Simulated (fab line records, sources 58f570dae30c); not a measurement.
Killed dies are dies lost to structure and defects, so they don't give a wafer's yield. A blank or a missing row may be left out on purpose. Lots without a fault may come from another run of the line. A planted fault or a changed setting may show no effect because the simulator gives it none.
Which tool did it? | flow berkeley_cmos170 | 6 lots, 18 wafers sampled, at 2 steps of a route of 331

WHAT THE GAUGES READ, wafer by wafer
UCB170_PWELL_THK_MEAS_06.
lot  | measured    | on            | PWELL_NITRIDE_THK (nm)
L494 | day 3 09:56 | film_metro-01 | 221.7 223.1 220.7
L495 | day 3 16:53 | film_metro-01 | 217.6 219.2 218.5
L504 | day 6 00:45 | film_metro-04 | 145.9 146.0 142.6 145.8 146.1 142.8
L508 | day 6 13:06 | film_metro-01 | 220.0 219.9 218.6
L514 | day 7 23:49 | film_metro-01 | 219.5 217.7 219.4
L515 | day 7 23:46 | film_metro-04 | 217.6 217.2 217.6

WHICH TOOL RAN EACH LOT (tool, then ch and the chambers of the sampled wafers, then the start)
lot  | UCB170_PWELL_CVD_05
L494 | lpcvd-02 ch 0, day 3 08:01
L495 | lpcvd-02 ch 0, day 3 14:58
L504 | lpcvd-01 ch 0, day 5 22:49
L508 | lpcvd-02 ch 0, day 6 11:11
L514 | lpcvd-02 ch 0, day 7 21:51
L515 | lpcvd-02 ch 0, day 7 21:51
- UCB170_PWELL_CVD_05: deposits Si3N4 from SiH2Cl2/NH3, target thk 220 nm, time 3300 s.

THE ANSWER, worked out from the rows above alone
Rule: what is usual is taken from the lots themselves. Put in order of their means at a reading, lots are off if they are a third of the lots or fewer, leave a main group of 4 or more, and stand apart from it by a gap of 3 or more times the standard deviation of the main group's means; of several such gaps the widest counts. A main group whose means are all the same, to the digits that the tables above print for the reading, isn't used. A lot without any number at a reading at which 4 lots or more have one is off too. The other lots that the step has rows for count as sound.
Off: L504, at UCB170_PWELL_THK_MEAS_06 (PWELL_NITRIDE_THK). The main group: mean 219.2 nm, standard deviation 1.5.
A tool fits if, at a process step before that reading, it ran every lot that is off, and no sound lot after the first of them. The gauges at UCB170_PWELL_THK_MEAS_06 are tried like those tools. One fits: lpcvd-01 at UCB170_PWELL_CVD_05. It ran no sound lot before its first lot that is off in this sample, so the start can't be narrowed down.

WHAT THE SIMULATOR HAD PUT IN
Process parameter drift: lpcvd-01, from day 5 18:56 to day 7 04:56, at UCB170_PWELL_CVD_05. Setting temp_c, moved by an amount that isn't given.
Lots struck among those shown: L504. The rule above found the same.
